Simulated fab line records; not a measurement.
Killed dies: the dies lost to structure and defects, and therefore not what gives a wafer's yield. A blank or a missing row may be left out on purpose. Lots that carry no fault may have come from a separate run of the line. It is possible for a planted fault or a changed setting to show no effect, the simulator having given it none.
fab line records || flow ritCmos || part 2 of 2: steps 29 to 39 of 39
record: {"lots": 5, "wafers": 15, "lastDay": 7}
route steps=202 shown PSD@151 SDANNEAL@153 NSD@158 PLDD@159 NLDD@160 SILICIDE@161 CONTACT@168 M1@184
lots with no fault: from the same line, run without faults
startH: start of the lot's first displayed wafer, in hours after the record's first day || waitH: time in hours since the lot's previous step || " as in the row above || L1.1+2: a single row standing in for several wafers || - no value present, or no start provided || * or withheld: withheld || < > ~ a bound
route shown NAME@n: NAME is a module with steps in the file, n the number in the route of the first one || usual: mean and standard deviation over wafers with no fault || same: alike in all rows || chamber/n: place in a boat || sites: readings site by site || _std_site: standard deviation of those values || _edge_site: the outer-site mean with the inner-site mean subtracted || radiusMm: how far each site lies from the wafer's centre || mask NAME#n: copy n || behind: the tool/chamber that last shaped the wafer || hold: what put the lot on hold/how long, in hours/how the hold closed || device: names the non-switching transistor (n, p or np) || end of line: the tests these same wafers got at the end of their route || a step without rows: its recipe alone || killed: count of dies lost to structure and defects at first sort (not the wafer's yield) || map: per-die view of a wafer (x killed, . not killed, _ where there is no die)
set.NAME: the setting as run; set.NAME@STEP: as run at that earlier step || model.NAME: the simulator's own value behind a step, which no gauge read
lots at some steps of the route; a table a step, a row a wafer
services: the hour from which a tool's chamber was out of use, counted from the record's first day as startH (under 0 if before that day), plus the number of hours and why
== steps ==
step: RIT_CONTACT_ETCH_11
recipe: {"targetDepthA": 4800, "overEtchFrac": 0.2, "stopOn": "TiSi2", "chemistry": "CHF3/CF4/Ar", "target": "SiO2", "CHF3_flow_sccm": 50, "cf4FlowSccm": 10, "Ar_flow_sccm": 100, "O2_flow_sccm": 5, "pressureMtorr": 100, "rfW": 200, "timeS": 320}
usual: {"CHF3_flow_sccm": "50.00/0.14", "drypumpMotorCurrentA": "5.7/0.48", "oesProductAu": "0.989/0.016", "throttleValvePct": "8.87/0.11"}
same: {"overEtchFrac": 0.2}
{"lot.wafer": "L075.1", "tool": "rieDiel-02", "chamber": 2, "startH": 63.15, "waitH": 0.1, "CHF3_flow_sccm": 50.16, "drypumpMotorCurrentA": 5.3, "oesProductAu": 1.014, "rfHoursCounterH": 163, "throttleValvePct": 8.78}
{"lot.wafer": "L075.3", "tool": "rieDiel-02", "chamber": 0, "startH": 63.15, "waitH": 0.1, "CHF3_flow_sccm": 49.85, "drypumpMotorCurrentA": 6.3, "oesProductAu": 0.999, "rfHoursCounterH": 83, "throttleValvePct": 8.92}
{"lot.wafer": "L075.5", "tool": "rieDiel-02", "chamber": 0, "startH": 63.15, "waitH": 0.1, "CHF3_flow_sccm": 49.90, "drypumpMotorCurrentA": 6.3, "oesProductAu": 0.999, "rfHoursCounterH": "-", "throttleValvePct": 8.90}
{"lot.wafer": "L082.2", "tool": "rieDiel-02", "chamber": 3, "startH": 101.02, "waitH": 0.1, "CHF3_flow_sccm": 50.10, "drypumpMotorCurrentA": 6.0, "oesProductAu": 0.970, "rfHoursCounterH": 7, "throttleValvePct": 8.83}
{"lot.wafer": "L082.4", "tool": "rieDiel-02", "chamber": 1, "startH": 101.02, "waitH": 0.1, "CHF3_flow_sccm": 50.00, "drypumpMotorCurrentA": 5.0, "oesProductAu": 0.987, "rfHoursCounterH": "-", "throttleValvePct": 8.97}
{"lot.wafer": "L082.6", "tool": "rieDiel-02", "chamber": 0, "startH": 101.02, "waitH": 0.1, "CHF3_flow_sccm": 50.06, "drypumpMotorCurrentA": 6.3, "oesProductAu": 0.989, "rfHoursCounterH": "-", "throttleValvePct": 8.91}
{"lot.wafer": "L090.3", "tool": "rieDiel-04", "chamber": 3, "startH": 134.52, "waitH": 0.1, "CHF3_flow_sccm": 50.31, "drypumpMotorCurrentA": 6.1, "oesProductAu": 0.982, "rfHoursCounterH": 2, "throttleValvePct": 8.92}
{"lot.wafer": "L090.5", "tool": "rieDiel-04", "chamber": 2, "startH": 134.52, "waitH": 0.1, "CHF3_flow_sccm": 50.23, "drypumpMotorCurrentA": 6.2, "oesProductAu": 1.002, "rfHoursCounterH": "-", "throttleValvePct": 8.89}
{"lot.wafer": "L090.6", "tool": "rieDiel-04", "chamber": 1, "startH": 134.52, "waitH": 0.1, "CHF3_flow_sccm": 49.99, "drypumpMotorCurrentA": 5.9, "oesProductAu": 0.973, "rfHoursCounterH": "-", "throttleValvePct": 8.73}
{"lot.wafer": "L093.3", "tool": "rieDiel-03", "chamber": 3, "startH": 152.43, "waitH": 0.1, "CHF3_flow_sccm": 49.92, "drypumpMotorCurrentA": 4.7, "oesProductAu": 1.003, "rfHoursCounterH": 50, "throttleValvePct": 8.69}
{"lot.wafer": "L093.4", "tool": "rieDiel-03", "chamber": 0, "startH": 152.43, "waitH": 0.1, "CHF3_flow_sccm": 49.93, "drypumpMotorCurrentA": 5.6, "oesProductAu": 1.005, "rfHoursCounterH": 4, "throttleValvePct": 9.09}
{"lot.wafer": "L093.6", "tool": "rieDiel-03", "chamber": 3, "startH": 152.43, "waitH": 0.1, "CHF3_flow_sccm": 49.85, "drypumpMotorCurrentA": 4.7, "oesProductAu": 0.998, "rfHoursCounterH": "-", "throttleValvePct": 8.69}
{"lot.wafer": "L094.3", "tool": "rieDiel-02", "chamber": 2, "startH": 154.96, "waitH": 0.1, "CHF3_flow_sccm": 50.17, "drypumpMotorCurrentA": 5.3, "oesProductAu": 1.011, "rfHoursCounterH": 1, "throttleValvePct": 8.81}
{"lot.wafer": "L094.4", "tool": "rieDiel-02", "chamber": 3, "startH": 154.96, "waitH": 0.1, "CHF3_flow_sccm": 49.94, "drypumpMotorCurrentA": 6.0, "oesProductAu": 0.964, "rfHoursCounterH": 8, "throttleValvePct": 8.82}
{"lot.wafer": "L094.6", "tool": "rieDiel-02", "chamber": 3, "startH": 154.96, "waitH": 0.1, "CHF3_flow_sccm": 50.09, "drypumpMotorCurrentA": 6.0, "oesProductAu": 0.965, "rfHoursCounterH": "-", "throttleValvePct": 8.84}
step: RIT_CONTACT_STRIP_12
recipe: {"chemistry": "O2", "timeS": 180, "resist": "NOVOLAK", "platenTempC": "withheld", "powerW": 500, "pressureMtorr": 4000, "o2FlowSccm": 4000}
usual: {"drypumpMotorCurrentA": "5.6/0.42", "rfReflPowerW": "7.0/2.2"}
{"lot.wafer": "L075.1", "tool": "plasmaAsher-03", "chamber": 1, "startH": 63.35, "waitH": 0.1, "drypumpMotorCurrentA": 5.2, "rfHoursCounterH": 41, "rfReflPowerW": 7.8}
{"lot.wafer": "L075.3", "tool": "plasmaAsher-03", "chamber": 1, "startH": 63.35, "waitH": 0.1, "drypumpMotorCurrentA": 5.2, "rfHoursCounterH": "-", "rfReflPowerW": 7.8}
{"lot.wafer": "L075.5", "tool": "plasmaAsher-03", "chamber": 0, "startH": 63.35, "waitH": 0.1, "drypumpMotorCurrentA": 5.3, "rfHoursCounterH": "-", "rfReflPowerW": 6.8}
{"lot.wafer": "L082.2", "tool": "plasmaAsher-01", "chamber": 0, "startH": 101.22, "waitH": 0.1, "drypumpMotorCurrentA": 4.8, "rfHoursCounterH": 33, "rfReflPowerW": 7.0}
{"lot.wafer": "L082.4", "tool": "plasmaAsher-01", "chamber": 1, "startH": 101.22, "waitH": 0.1, "drypumpMotorCurrentA": 5.9, "rfHoursCounterH": "-", "rfReflPowerW": 9.2}
{"lot.wafer": "L082.6", "tool": "plasmaAsher-01", "chamber": 1, "startH": 101.22, "waitH": 0.1, "drypumpMotorCurrentA": 5.9, "rfHoursCounterH": "-", "rfReflPowerW": 9.4}
{"lot.wafer": "L090.3", "tool": "plasmaAsher-04", "chamber": 0, "startH": 134.77, "waitH": 0.2, "drypumpMotorCurrentA": 5.9, "rfHoursCounterH": "-", "rfReflPowerW": 3.6}
{"lot.wafer": "L090.5", "tool": "plasmaAsher-04", "chamber": 0, "startH": 134.77, "waitH": 0.2, "drypumpMotorCurrentA": 5.9, "rfHoursCounterH": "-", "rfReflPowerW": 3.6}
{"lot.wafer": "L090.6", "tool": "plasmaAsher-04", "chamber": 1, "startH": 134.77, "waitH": 0.2, "drypumpMotorCurrentA": 5.8, "rfHoursCounterH": "-", "rfReflPowerW": 9.2}
{"lot.wafer": "L093.3", "tool": "plasmaAsher-04", "chamber": 0, "startH": 152.68, "waitH": 0.2, "drypumpMotorCurrentA": 5.9, "rfHoursCounterH": "-", "rfReflPowerW": 3.7}
{"lot.wafer": "L093.4", "tool": "plasmaAsher-04", "chamber": 1, "startH": 152.68, "waitH": 0.2, "drypumpMotorCurrentA": 5.8, "rfHoursCounterH": "-", "rfReflPowerW": 8.7}
{"lot.wafer": "L093.6", "tool": "plasmaAsher-04", "chamber": 1, "startH": 152.68, "waitH": 0.2, "drypumpMotorCurrentA": 5.8, "rfHoursCounterH": "-", "rfReflPowerW": 8.4}
{"lot.wafer": "L094.3", "tool": "plasmaAsher-04", "chamber": 0, "startH": 155.21, "waitH": 0.2, "drypumpMotorCurrentA": 5.8, "rfHoursCounterH": "-", "rfReflPowerW": 3.8}
{"lot.wafer": "L094.4", "tool": "plasmaAsher-04", "chamber": 1, "startH": 155.21, "waitH": 0.2, "drypumpMotorCurrentA": 5.8, "rfHoursCounterH": "-", "rfReflPowerW": 8.7}
{"lot.wafer": "L094.6", "tool": "plasmaAsher-04", "chamber": 0, "startH": 155.21, "waitH": 0.2, "drypumpMotorCurrentA": 5.8, "rfHoursCounterH": "-", "rfReflPowerW": 3.8}
step: RIT_CONTACT_CD_MEAS_90
recipe: {"targetCdNm": 1000}
usual: {"cdNm": "1000.1/2"}
{"lot.wafer": "L075.1", "tool": "cdSem-02", "chamber": "-", "startH": 63.52, "waitH": 0.1, "cdNm": 998.0}
{"lot.wafer": "L075.3", "tool": "cdSem-02", "chamber": "-", "startH": 63.52, "waitH": 0.1, "cdNm": 1000.0}
{"lot.wafer": "L075.5", "tool": "cdSem-02", "chamber": "-", "startH": 63.52, "waitH": 0.1, "cdNm": 1001.2}
{"lot.wafer": "L082.2", "tool": "cdSem-02", "chamber": "-", "startH": 101.41, "waitH": 0.1, "cdNm": 1002.6}
{"lot.wafer": "L082.4", "tool": "cdSem-02", "chamber": "-", "startH": 101.41, "waitH": 0.1, "cdNm": 1000.4}
{"lot.wafer": "L082.6", "tool": "cdSem-02", "chamber": "-", "startH": 101.41, "waitH": 0.1, "cdNm": 1001.0}
{"lot.wafer": "L090.3", "tool": "cdSem-02", "chamber": "-", "startH": 134.93, "waitH": 0.1, "cdNm": 1000.3}
{"lot.wafer": "L090.5", "tool": "cdSem-02", "chamber": "-", "startH": 134.93, "waitH": 0.1, "cdNm": 998.2}
{"lot.wafer": "L090.6", "tool": "cdSem-02", "chamber": "-", "startH": 134.93, "waitH": 0.1, "cdNm": 999.4}
{"lot.wafer": "L093.3", "tool": "cdSem-01", "chamber": "-", "startH": 152.84, "waitH": 0.1, "cdNm": 999.1}
{"lot.wafer": "L093.4", "tool": "cdSem-01", "chamber": "-", "startH": 152.84, "waitH": 0.1, "cdNm": 1000.5}
{"lot.wafer": "L093.6", "tool": "cdSem-01", "chamber": "-", "startH": 152.84, "waitH": 0.1, "cdNm": 1000.5}
{"lot.wafer": "L094.3", "tool": "cdSem-01", "chamber": "-", "startH": 155.37, "waitH": 0.1, "cdNm": 998.4}
{"lot.wafer": "L094.4", "tool": "cdSem-01", "chamber": "-", "startH": 155.37, "waitH": 0.1, "cdNm": 998.2}
{"lot.wafer": "L094.6", "tool": "cdSem-01", "chamber": "-", "startH": 155.37, "waitH": 0.1, "cdNm": 998.6}
step: RIT_CONTACT_CLEAN_13
recipe: {"chemistry": "SC1", "mix": "3:3:50", "timeS": 600, "tempC": 75}
{"lot.wafer": "L075.1+3+5", "tool": "wetBench-04", "chamber": 2, "startH": 63.64, "waitH": 0.1}
{"lot.wafer": "L082.2+4+6", "tool": "wetBench-04", "chamber": 3, "startH": 101.51, "waitH": 0.1}
{"lot.wafer": "L090.3+5+6", "tool": "wetBench-04", "chamber": 1, "startH": 135.01, "waitH": 0.1}
{"lot.wafer": "L093.3+4+6", "tool": "wetBench-01", "chamber": 3, "startH": 152.92, "waitH": 0.1}
{"lot.wafer": "L094.3+4+6", "tool": "wetBench-04", "chamber": 2, "startH": 155.45, "waitH": 0.1}
step: RIT_CONTACT_CLEAN_14
recipe: {"chemistry": "SC2", "mix": "3:3:50", "timeS": 600, "tempC": 75, "dry": "n2Spin"}
{"lot.wafer": "L075.1+3+5", "tool": "wetBench-01", "chamber": 3, "startH": 63.82, "waitH": 0.0}
{"lot.wafer": "L082.2+4+6", "tool": "wetBench-03", "chamber": 3, "startH": 101.69, "waitH": 0.0}
{"lot.wafer": "L090.3+5+6", "tool": "wetBench-01", "chamber": 1, "startH": 135.20, "waitH": 0.0}
{"lot.wafer": "L093.3+4+6", "tool": "wetBench-04", "chamber": 1, "startH": 153.09, "waitH": 0.0}
{"lot.wafer": "L094.3+4+6", "tool": "wetBench-03", "chamber": 2, "startH": 155.62, "waitH": 0.0}
step: RIT_M1_SPUTTER_00
recipe: {"material": "Al", "targetThkNm": 400, "powerW": 1958, "chamberPressurePa": 0.4, "gas": "Ar", "timeS": 500, "substrateTempC": 25}
usual: {"cathodeDcPowerW": "1958.0/0.4", "throttleValvePct": "29.9/1.5"}
{"lot.wafer": "L075.1", "tool": "pvdSputter-01", "chamber": "-", "startH": 63.99, "waitH": 0.0, "cathodeDcPowerW": 1957.5, "throttleValvePct": 30.6}
{"lot.wafer": "L075.3", "tool": "pvdSputter-01", "chamber": "-", "startH": 63.99, "waitH": 0.0, "cathodeDcPowerW": 1957.6, "throttleValvePct": 31.1}
{"lot.wafer": "L075.5", "tool": "pvdSputter-01", "chamber": "-", "startH": 63.99, "waitH": 0.0, "cathodeDcPowerW": 1958.0, "throttleValvePct": 30.3}
{"lot.wafer": "L082.2", "tool": "pvdSputter-04", "chamber": "-", "startH": 101.86, "waitH": 0.0, "cathodeDcPowerW": 1957.4, "throttleValvePct": 30.3}
{"lot.wafer": "L082.4", "tool": "pvdSputter-04", "chamber": "-", "startH": 101.86, "waitH": 0.0, "cathodeDcPowerW": 1958.0, "throttleValvePct": 33.2}
{"lot.wafer": "L082.6", "tool": "pvdSputter-04", "chamber": "-", "startH": 101.86, "waitH": 0.0, "cathodeDcPowerW": 1958.0, "throttleValvePct": 31.7}
{"lot.wafer": "L090.3", "tool": "pvdSputter-01", "chamber": "-", "startH": 135.37, "waitH": 0.0, "cathodeDcPowerW": 1958.4, "throttleValvePct": 29.8}
{"lot.wafer": "L090.5", "tool": "pvdSputter-01", "chamber": "-", "startH": 135.37, "waitH": 0.0, "cathodeDcPowerW": 1957.8, "throttleValvePct": 29.6}
{"lot.wafer": "L090.6", "tool": "pvdSputter-01", "chamber": "-", "startH": 135.37, "waitH": 0.0, "cathodeDcPowerW": 1958.4, "throttleValvePct": 30.6}
{"lot.wafer": "L093.3", "tool": "pvdSputter-02", "chamber": "-", "startH": 153.27, "waitH": 0.0, "cathodeDcPowerW": 1957.8, "throttleValvePct": 29.8}
{"lot.wafer": "L093.4", "tool": "pvdSputter-02", "chamber": "-", "startH": 153.27, "waitH": 0.0, "cathodeDcPowerW": 1957.8, "throttleValvePct": 30.7}
{"lot.wafer": "L093.6", "tool": "pvdSputter-02", "chamber": "-", "startH": 153.27, "waitH": 0.0, "cathodeDcPowerW": 1957.7, "throttleValvePct": 29.7}
{"lot.wafer": "L094.3", "tool": "pvdSputter-01", "chamber": "-", "startH": 155.81, "waitH": 0.0, "cathodeDcPowerW": 1958.4, "throttleValvePct": 30.2}
{"lot.wafer": "L094.4", "tool": "pvdSputter-01", "chamber": "-", "startH": 155.81, "waitH": 0.0, "cathodeDcPowerW": 1958.4, "throttleValvePct": 30.7}
{"lot.wafer": "L094.6", "tool": "pvdSputter-01", "chamber": "-", "startH": 155.81, "waitH": 0.0, "cathodeDcPowerW": 1957.7, "throttleValvePct": 29.8}
step: RIT_M1_RS_MEAS_01
recipe: {"thkMeasGauge": "four-point-probe", "reads": "Al_of_M1_SPUTTER_00"}
usual: {"M1_AL_RS": "0.0750/0.00078"}
{"lot.wafer": "L075.1", "tool": "filmMetro-03", "chamber": "-", "startH": 64.29, "waitH": 0.1, "M1_AL_RS[ohm/sq]": 0.0756}
{"lot.wafer": "L075.3", "tool": "filmMetro-03", "chamber": "-", "startH": 64.29, "waitH": 0.1, "M1_AL_RS[ohm/sq]": 0.0751}
{"lot.wafer": "L075.5", "tool": "filmMetro-03", "chamber": "-", "startH": 64.29, "waitH": 0.1, "M1_AL_RS[ohm/sq]": 0.0754}
{"lot.wafer": "L082.2", "tool": "filmMetro-04", "chamber": "-", "startH": 102.18, "waitH": 0.2, "M1_AL_RS[ohm/sq]": 0.0746}
{"lot.wafer": "L082.4", "tool": "filmMetro-04", "chamber": "-", "startH": 102.18, "waitH": 0.2, "M1_AL_RS[ohm/sq]": 0.0744}
{"lot.wafer": "L082.6", "tool": "filmMetro-04", "chamber": "-", "startH": 102.18, "waitH": 0.2, "M1_AL_RS[ohm/sq]": 0.0743}
{"lot.wafer": "L090.3", "tool": "filmMetro-04", "chamber": "-", "startH": 135.71, "waitH": 0.2, "M1_AL_RS[ohm/sq]": 0.0753}
{"lot.wafer": "L090.5", "tool": "filmMetro-04", "chamber": "-", "startH": 135.71, "waitH": 0.2, "M1_AL_RS[ohm/sq]": 0.0759}
{"lot.wafer": "L090.6", "tool": "filmMetro-04", "chamber": "-", "startH": 135.71, "waitH": 0.2, "M1_AL_RS[ohm/sq]": 0.0754}
{"lot.wafer": "L093.3", "tool": "filmMetro-04", "chamber": "-", "startH": 153.60, "waitH": 0.2, "M1_AL_RS[ohm/sq]": 0.0748}
{"lot.wafer": "L093.4", "tool": "filmMetro-04", "chamber": "-", "startH": 153.60, "waitH": 0.2, "M1_AL_RS[ohm/sq]": 0.0761}
{"lot.wafer": "L093.6", "tool": "filmMetro-04", "chamber": "-", "startH": 153.60, "waitH": 0.2, "M1_AL_RS[ohm/sq]": 0.0751}
{"lot.wafer": "L094.3", "tool": "filmMetro-02", "chamber": "-", "startH": 156.15, "waitH": 0.2, "M1_AL_RS[ohm/sq]": 0.0746}
{"lot.wafer": "L094.4", "tool": "filmMetro-02", "chamber": "-", "startH": 156.15, "waitH": 0.2, "M1_AL_RS[ohm/sq]": 0.0747}
{"lot.wafer": "L094.6", "tool": "filmMetro-02", "chamber": "-", "startH": 156.15, "waitH": 0.2, "M1_AL_RS[ohm/sq]": 0.0750}
step: RIT_M1_THK_MEAS_02
recipe: {"thkMeasGauge": "xrf", "reads": "Al_of_M1_SPUTTER_00"}
usual: {"M1_AL_THK": "389/4.2"}
{"lot.wafer": "L075.1", "tool": "filmMetro-03", "chamber": "-", "startH": 64.41, "waitH": 0.1, "M1_AL_THK[nm]": 391}
{"lot.wafer": "L075.3", "tool": "filmMetro-03", "chamber": "-", "startH": 64.41, "waitH": 0.1, "M1_AL_THK[nm]": 389}
{"lot.wafer": "L075.5", "tool": "filmMetro-03", "chamber": "-", "startH": 64.41, "waitH": 0.1, "M1_AL_THK[nm]": 389}
{"lot.wafer": "L082.2", "tool": "filmMetro-04", "chamber": "-", "startH": 102.29, "waitH": 0.1, "M1_AL_THK[nm]": 391}
{"lot.wafer": "L082.4", "tool": "filmMetro-04", "chamber": "-", "startH": 102.29, "waitH": 0.1, "M1_AL_THK[nm]": 394}
{"lot.wafer": "L082.6", "tool": "filmMetro-04", "chamber": "-", "startH": 102.29, "waitH": 0.1, "M1_AL_THK[nm]": 393}
{"lot.wafer": "L090.3", "tool": "filmMetro-04", "chamber": "-", "startH": 135.81, "waitH": 0.1, "M1_AL_THK[nm]": 388}
{"lot.wafer": "L090.5", "tool": "filmMetro-04", "chamber": "-", "startH": 135.81, "waitH": 0.1, "M1_AL_THK[nm]": 383}
{"lot.wafer": "L090.6", "tool": "filmMetro-04", "chamber": "-", "startH": 135.81, "waitH": 0.1, "M1_AL_THK[nm]": 386}
{"lot.wafer": "L093.3", "tool": "filmMetro-04", "chamber": "-", "startH": 153.70, "waitH": 0.1, "M1_AL_THK[nm]": 388}
{"lot.wafer": "L093.4", "tool": "filmMetro-04", "chamber": "-", "startH": 153.70, "waitH": 0.1, "M1_AL_THK[nm]": 382}
{"lot.wafer": "L093.6", "tool": "filmMetro-04", "chamber": "-", "startH": 153.70, "waitH": 0.1, "M1_AL_THK[nm]": 388}
{"lot.wafer": "L094.3", "tool": "filmMetro-02", "chamber": "-", "startH": 156.25, "waitH": 0.1, "M1_AL_THK[nm]": 390}
{"lot.wafer": "L094.4", "tool": "filmMetro-02", "chamber": "-", "startH": 156.25, "waitH": 0.1, "M1_AL_THK[nm]": 391}
{"lot.wafer": "L094.6", "tool": "filmMetro-02", "chamber": "-", "startH": 156.25, "waitH": 0.1, "M1_AL_THK[nm]": 392}
step: RIT_M1_HMDS_03
recipe: {"primeTimeS": 60, "primeTempC": 140}
{"lot.wafer": "L075.1+3+5", "tool": "lithoTrack-02", "chamber": 0, "startH": 64.50, "waitH": 0.1}
{"lot.wafer": "L082.2+4+6", "tool": "lithoTrack-04", "chamber": 0, "startH": 102.50, "waitH": 0.2}
{"lot.wafer": "L090.3+5+6", "tool": "lithoTrack-02", "chamber": 0, "startH": 135.90, "waitH": 0.1}
{"lot.wafer": "L093.3+4+6", "tool": "lithoTrack-04", "chamber": 0, "startH": 153.79, "waitH": 0.1}
{"lot.wafer": "L094.3+4+6", "tool": "lithoTrack-01", "chamber": 0, "startH": 156.34, "waitH": 0.1}
step: RIT_M1_COAT_04
recipe: {"resist": "NOVOLAK", "spinRpm": 2000, "resistThkNm": 1280}
usual: {"spinSpeedRpm": "2000.1/1.2"}
{"lot.wafer": "L075.1", "tool": "lithoTrack-02", "chamber": 0, "startH": 64.65, "waitH": 0.1, "spinSpeedRpm": 2000.9}
{"lot.wafer": "L075.3", "tool": "lithoTrack-02", "chamber": 0, "startH": 64.65, "waitH": 0.1, "spinSpeedRpm": 1998.7}
{"lot.wafer": "L075.5", "tool": "lithoTrack-02", "chamber": 0, "startH": 64.65, "waitH": 0.1, "spinSpeedRpm": 1999.0}
{"lot.wafer": "L082.2", "tool": "lithoTrack-04", "chamber": 0, "startH": 102.65, "waitH": 0.1, "spinSpeedRpm": 2002.5}
{"lot.wafer": "L082.4", "tool": "lithoTrack-04", "chamber": 0, "startH": 102.65, "waitH": 0.1, "spinSpeedRpm": 2000.3}
{"lot.wafer": "L082.6", "tool": "lithoTrack-04", "chamber": 0, "startH": 102.65, "waitH": 0.1, "spinSpeedRpm": 2000.8}
{"lot.wafer": "L090.3", "tool": "lithoTrack-02", "chamber": 0, "startH": 136.05, "waitH": 0.1, "spinSpeedRpm": 1998.3}
{"lot.wafer": "L090.5", "tool": "lithoTrack-02", "chamber": 0, "startH": 136.05, "waitH": 0.1, "spinSpeedRpm": 1998.1}
{"lot.wafer": "L090.6", "tool": "lithoTrack-02", "chamber": 0, "startH": 136.05, "waitH": 0.1, "spinSpeedRpm": 2001.9}
{"lot.wafer": "L093.3", "tool": "lithoTrack-04", "chamber": 0, "startH": 153.94, "waitH": 0.1, "spinSpeedRpm": 1999.9}
{"lot.wafer": "L093.4", "tool": "lithoTrack-04", "chamber": 0, "startH": 153.94, "waitH": 0.1, "spinSpeedRpm": 2000.9}
{"lot.wafer": "L093.6", "tool": "lithoTrack-04", "chamber": 0, "startH": 153.94, "waitH": 0.1, "spinSpeedRpm": 2002.2}
{"lot.wafer": "L094.3", "tool": "lithoTrack-01", "chamber": 0, "startH": 156.49, "waitH": 0.1, "spinSpeedRpm": 1998.8}
{"lot.wafer": "L094.4", "tool": "lithoTrack-01", "chamber": 0, "startH": 156.49, "waitH": 0.1, "spinSpeedRpm": 2000.7}
{"lot.wafer": "L094.6", "tool": "lithoTrack-01", "chamber": 0, "startH": 156.49, "waitH": 0.1, "spinSpeedRpm": 1998.2}
step: RIT_M1_SOFTBAKE_05
recipe: {"resist": "NOVOLAK", "tempC": 90, "timeS": 60}
{"lot.wafer": "L075.1+3+5", "tool": "lithoTrack-02", "chamber": 0, "startH": 64.80, "waitH": 0.1}
{"lot.wafer": "L082.2+4+6", "tool": "lithoTrack-04", "chamber": 0, "startH": 102.80, "waitH": 0.1}
{"lot.wafer": "L090.3+5+6", "tool": "lithoTrack-02", "chamber": 0, "startH": 136.20, "waitH": 0.1}
{"lot.wafer": "L093.3+4+6", "tool": "lithoTrack-04", "chamber": 0, "startH": 154.09, "waitH": 0.1}
{"lot.wafer": "L094.3+4+6", "tool": "lithoTrack-01", "chamber": 0, "startH": 156.64, "waitH": 0.1}
== services ==
{"tool": "wetBench-01", "chamber": "-", "startH": 40.61, "hours": 2.1, "kind": "repair"}
{"tool": "rieDiel-02", "chamber": 3, "startH": 45.81, "hours": 6.1, "kind": "repair"}
{"tool": "rieDiel-03", "chamber": 2, "startH": 52.50, "hours": 9.5, "kind": "repair"}
{"tool": "rieDiel-03", "chamber": 3, "startH": 59.59, "hours": 4.2, "kind": "repair"}
{"tool": "plasmaAsher-04", "chamber": "-", "startH": 62.96, "hours": 15.9, "kind": "pm"}
{"tool": "pvdSputter-02", "chamber": "-", "startH": 63.99, "hours": 2.9, "kind": "repair"}
{"tool": "plasmaAsher-02", "chamber": "-", "startH": 67.06, "hours": 1.2, "kind": "repair"}
{"tool": "ilineStepper-02", "chamber": "-", "startH": 70.56, "hours": 2.1, "kind": "repair"}
{"tool": "ilineStepper-01", "chamber": "-", "startH": 84.15, "hours": 8.8, "kind": "repair"}
{"tool": "ilineStepper-01", "chamber": "-", "startH": 84.47, "hours": 8.8, "kind": "repair"}
{"tool": "pvdSputter-03", "chamber": "-", "startH": 101.45, "hours": 16.1, "kind": "repair"}
{"tool": "plasmaAsher-03", "chamber": "-", "startH": 107.08, "hours": 5.2, "kind": "repair"}
{"tool": "pvdSputter-03", "chamber": "-", "startH": 112.44, "hours": 2.2, "kind": "repair"}
{"tool": "ilineStepper-01", "chamber": "-", "startH": 117.68, "hours": 2.5, "kind": "repair"}
{"tool": "rieDiel-02", "chamber": 3, "startH": 121.12, "hours": 15.6, "kind": "repair"}
{"tool": "pvdSputter-03", "chamber": "-", "startH": 122.45, "hours": 2.5, "kind": "repair"}
{"tool": "rieDiel-02", "chamber": 1, "startH": 122.91, "hours": 2.9, "kind": "repair"}
{"tool": "pecvd-03", "chamber": "-", "startH": 128.00, "hours": 2.2, "kind": "repair"}
{"tool": "wetBench-01", "chamber": "-", "startH": 130.07, "hours": 1.6, "kind": "repair"}
{"tool": "rieDiel-02", "chamber": "-", "startH": 137.36, "hours": 2.8, "kind": "pm"}
{"tool": "ilineStepper-02", "chamber": "-", "startH": 145.93, "hours": 7.0, "kind": "repair"}
{"tool": "rieDiel-02", "chamber": 3, "startH": 146.63, "hours": 4.1, "kind": "repair"}
{"tool": "pvdSputter-03", "chamber": "-", "startH": 148.62, "hours": 1.4, "kind": "repair"}
{"tool": "ilineStepper-01", "chamber": "-", "startH": 152.92, "hours": 1.7, "kind": "pm"}
